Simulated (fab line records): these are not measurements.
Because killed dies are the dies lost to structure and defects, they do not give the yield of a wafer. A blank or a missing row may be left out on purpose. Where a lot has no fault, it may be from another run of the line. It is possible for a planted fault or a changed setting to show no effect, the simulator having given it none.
Split-lot trial | flow ritCmos | route with 202 steps; 5 lots, 27 wafers read

## SPLIT DETAILS
At RIT_GATE_OXIDATION_05 (target thk 3 nm, ox time 270 s), the setting oxTimeS was moved away from the recipe's 270 s on 18 of the 27 wafers read, by -50.1% to +54.3%. For the rest of the wafers, this setting stayed at what the recipe calls for.

## THE PATH FROM SPLIT TO READING: the file shows 1 step between them
- RIT_GATE_ANNEAL_06: time 600 s

## THE READING
GATE_OXIDE_THK, in nm, at RIT_GATE_THK_MEAS_07. A value of 3.02 nm with a standard deviation of 0.068 nm is what fault-free wafers of this fab line usually give.

wafer  | tool, chamber at the split | oxTimeS as run, s | against the recipe | GATE_OXIDE_THK, nm | against lot-mates on the recipe
L075.1 | -, -                       | 416.7             | +54.3%             | 4.23               | no lot-mate on the recipe
L075.2 | -, -                       | 416.7             | +54.3%             | 4.18               | no lot-mate on the recipe
L075.3 | -, -                       | 416.7             | +54.3%             | 4.15               | no lot-mate on the recipe
L075.4 | -, -                       | 416.7             | +54.3%             | 4.17               | no lot-mate on the recipe
L075.5 | -, -                       | 416.7             | +54.3%             | 4.15               | no lot-mate on the recipe
L075.6 | -, -                       | 416.7             | +54.3%             | 4.16               | no lot-mate on the recipe
L076.1 | furnace-03, 0              | 270               | recipe             | 3.02               | -
L076.3 | furnace-03, 0              | 270               | recipe             | 3.05               | -
L076.5 | furnace-03, 0              | 270               | recipe             | 3.02               | -
L078.1 | -, -                       | 189.6             | -29.8%             | 2.39               | no lot-mate on the recipe
L078.2 | -, -                       | 189.6             | -29.8%             | 2.46               | no lot-mate on the recipe
L078.3 | -, -                       | 189.6             | -29.8%             | 2.33               | no lot-mate on the recipe
L078.4 | -, -                       | 189.6             | -29.8%             | 2.32               | no lot-mate on the recipe
L078.5 | -, -                       | 189.6             | -29.8%             | 2.35               | no lot-mate on the recipe
L078.6 | -, -                       | 189.6             | -29.8%             | 2.32               | no lot-mate on the recipe
L079.1 | -, -                       | 270               | recipe             | 3.05               | -
L079.2 | -, -                       | 270               | recipe             | 3.05               | -
L079.3 | -, -                       | 270               | recipe             | 3.05               | -
L079.4 | -, -                       | 270               | recipe             | 3.07               | -
L079.5 | -, -                       | 270               | recipe             | 3.06               | -
L079.6 | -, -                       | 270               | recipe             | 3.03               | -
L080.1 | -, -                       | 134.8             | -50.1%             | 1.67               | no lot-mate on the recipe
L080.2 | -, -                       | 134.8             | -50.1%             | 1.68               | no lot-mate on the recipe
L080.3 | -, -                       | 134.8             | -50.1%             | 1.72               | no lot-mate on the recipe
L080.4 | -, -                       | 134.8             | -50.1%             | 1.63               | no lot-mate on the recipe
L080.5 | -, -                       | 134.8             | -50.1%             | 1.68               | no lot-mate on the recipe
L080.6 | -, -                       | 134.8             | -50.1%             | 1.63               | no lot-mate on the recipe

THE FIT
A straight line over all 27 wafers: GATE_OXIDE_THK changes by +0.0234 nm for each +1% of oxTimeS; r = +0.99; the points scatter about the line by 0.1 nm.
Too few moved wafers with a lot-mate on the recipe to fit a line net of each lot's own level.

## THE WHOLE CHAIN: every reading that the file lists as answering this split, in the file's order
step                  | what it does                   | reading                                                                          | change (the file's fit)                | r (the file's)
RIT_GATE_OXIDATION_05 | target thk 3 nm, ox time 270 s | SiO2_of_GATE_OXIDATION_05.thkNm (the simulator's own value, which no gauge read) | +0.0231 nm for each +1% of the setting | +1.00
RIT_GATE_THK_MEAS_07  |                                | GATE_OXIDE_THK                                                                   | +0.0234 for each +1% of the setting    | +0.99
RIT_M1_PROBE_99       |                                | etest.pmos_0p3.rOnOhmUm (the simulator's own value, which no gauge read)         | +39.9 for each +1% of the setting      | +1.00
RIT_M1_PROBE_99       |                                | etest.pmosTurned.rOnOhmUm (the simulator's own value, which no gauge read)       | +14 for each +1% of the setting        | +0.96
RIT_M1_PROBE_99       |                                | etest.nmos_0p3.rOnOhmUm (the simulator's own value, which no gauge read)         | +10.9 for each +1% of the setting      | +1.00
RIT_M1_PROBE_99       |                                | etest.pmos_0p15.rOnOhmUm (the simulator's own value, which no gauge read)        | +11.1 for each +1% of the setting      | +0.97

## FILE'S OWN FIT
GATE_OXIDE_THK changes by +0.0234 nm for each +1% of oxTimeS, r = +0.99.
